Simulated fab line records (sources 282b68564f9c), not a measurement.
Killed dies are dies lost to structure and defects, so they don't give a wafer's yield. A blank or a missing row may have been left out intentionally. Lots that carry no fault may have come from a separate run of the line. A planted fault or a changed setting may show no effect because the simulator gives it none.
Which tool is to blame? | flow rit cmos | 39 wafers from 13 lots sampled at 3 of the route's 202 steps

WHAT THE GAUGES SHOWED, per wafer
RIT_NLDD_OVL_MEAS_06. Usual: for NLDD_OVL the level is 0.2 nm and the standard deviation is 1.4.
lot  | measured    | on         | NLDD_OVL (nm)  | flag
L959 | day 3 04:11 | overlay-02 | 0.2 0.5 -0.7   |
L960 | day 3 04:19 | overlay-01 | -1.3 -3.7 0.6  |
L962 | day 3 17:08 | overlay-01 | 1.7 -0.5 2.2   |
L965 | day 4 07:04 | overlay-02 | -0.7 -0.2 0.2  |
L966 | day 4 09:56 | overlay-01 | 1.0 -0.3 1.4   |
L968 | day 4 21:47 | overlay-02 | -2.4 -2.5 -2.0 |
L969 | day 5 00:58 | overlay-02 | - - -          | OFF
L970 | day 5 01:41 | overlay-02 | -0.9 1.9 -0.3  |
L978 | day 7 15:28 | overlay-01 | -0.6 -0.3 1.8  |
L980 | day 7 20:53 | overlay-02 | 0.2 -1.2 3.0   |
L979 | day 7 21:10 | overlay-02 | -0.4 0.3 1.5   |
L981 | day 8 04:45 | overlay-02 | 0.0 -1.3 -0.3  |
L982 | day 8 11:45 | overlay-02 | 1.7 -0.4 0.6   |

RIT_NLDD_TW_MEAS_10. Usual: for NLDD_TW the level is 2497 and the standard deviation is 21.
lot  | measured    | on            | NLDD_TW           | flag
L959 | day 3 04:42 | film metro-03 | 2507 2528 2539    |
L960 | day 3 04:50 | film metro-04 | 2493 2477 2473    |
L962 | day 3 17:46 | film metro-02 | 2491 2486 2500    |
L965 | day 4 07:35 | film metro-02 | 2491 2502 2489    |
L966 | day 4 10:27 | film metro-03 | 2546 2538 2554    |
L968 | day 4 22:17 | film metro-02 | 2489 2496 2510    |
L969 | day 5 01:29 | film metro-02 | 30 30 30 30 30 30 | OFF
L970 | day 5 02:12 | film metro-02 | 2487 2484 2505    |
L978 | day 7 16:00 | film metro-02 | 2502 2497 2501    |
L980 | day 7 21:28 | film metro-02 | 2494 2513 2503    |
L979 | day 7 21:41 | film metro-04 | 2490 2488 2473    |
L981 | day 8 05:16 | film metro-04 | 2475 2464 2461    |
L982 | day 8 12:16 | film metro-03 | 2508 2512 2533    |

WHAT TOOL EACH LOT RAN ON (gives the tool, then ch and the chambers of the sampled wafers, and finally the start)
lot  | RIT_NLDD_EXPOSE_03
L959 | iline stepper-01 ch 0, day 3 03:47
L960 | iline stepper-01 ch 0, day 3 03:55
L962 | iline stepper-01 ch 0, day 3 16:34
L965 | iline stepper-01 ch 0, day 4 06:41
L966 | iline stepper-01 ch 0, day 4 09:32
L968 | iline stepper-02 ch 0, day 4 21:23
L969 | iline stepper-01 ch 0, day 5 00:35
L970 | iline stepper-01 ch 0, day 5 01:18
L978 | iline stepper-02 ch 0, day 7 15:07
L980 | iline stepper-02 ch 0, day 7 20:31
L979 | iline stepper-01 ch 0, day 7 20:43
L981 | iline stepper-02 ch 0, day 8 04:22
L982 | iline stepper-01 ch 0, day 8 11:22
- RIT_NLDD_EXPOSE_03: exposes mask M7, target cd 40700 nm.

WHAT THE TOOLS THEMSELVES READ (means of the sampled wafers that have a number; where no wafer has one, the mark that the record gives instead)
The record holds no such reading with a usual standard deviation.

THE ANSWER, worked out from the rows above alone
Rule: lot off if the mean of its wafers having a number is beyond 3 standard deviations from the usual mean. Also off: a lot with no number at a reading for which 4 or more lots have one. All remaining lots with rows at the step are treated as sound. Order of review: gauges by route order, followed by the tools' own readings, for which a lot's mean as printed above is used. The first step at which some lot is off is used, and at that step the reading that is off furthest; a lot without a number counts as furthest.
Off: at RIT_NLDD_OVL_MEAS_06 (NLDD_OVL), L969. Without a number there: L969.
A tool fits if, at a process step before that reading, it ran every lot that is off, and no sound lot after the first of them. The gauges at RIT_NLDD_OVL_MEAS_06 aren't tried: what is off there is off at RIT_NLDD_TW_MEAS_10 too, on other tools, and a gauge's error can't cause that. None of those tried fits.

WHAT WAS PUT IN BY THE SIMULATOR
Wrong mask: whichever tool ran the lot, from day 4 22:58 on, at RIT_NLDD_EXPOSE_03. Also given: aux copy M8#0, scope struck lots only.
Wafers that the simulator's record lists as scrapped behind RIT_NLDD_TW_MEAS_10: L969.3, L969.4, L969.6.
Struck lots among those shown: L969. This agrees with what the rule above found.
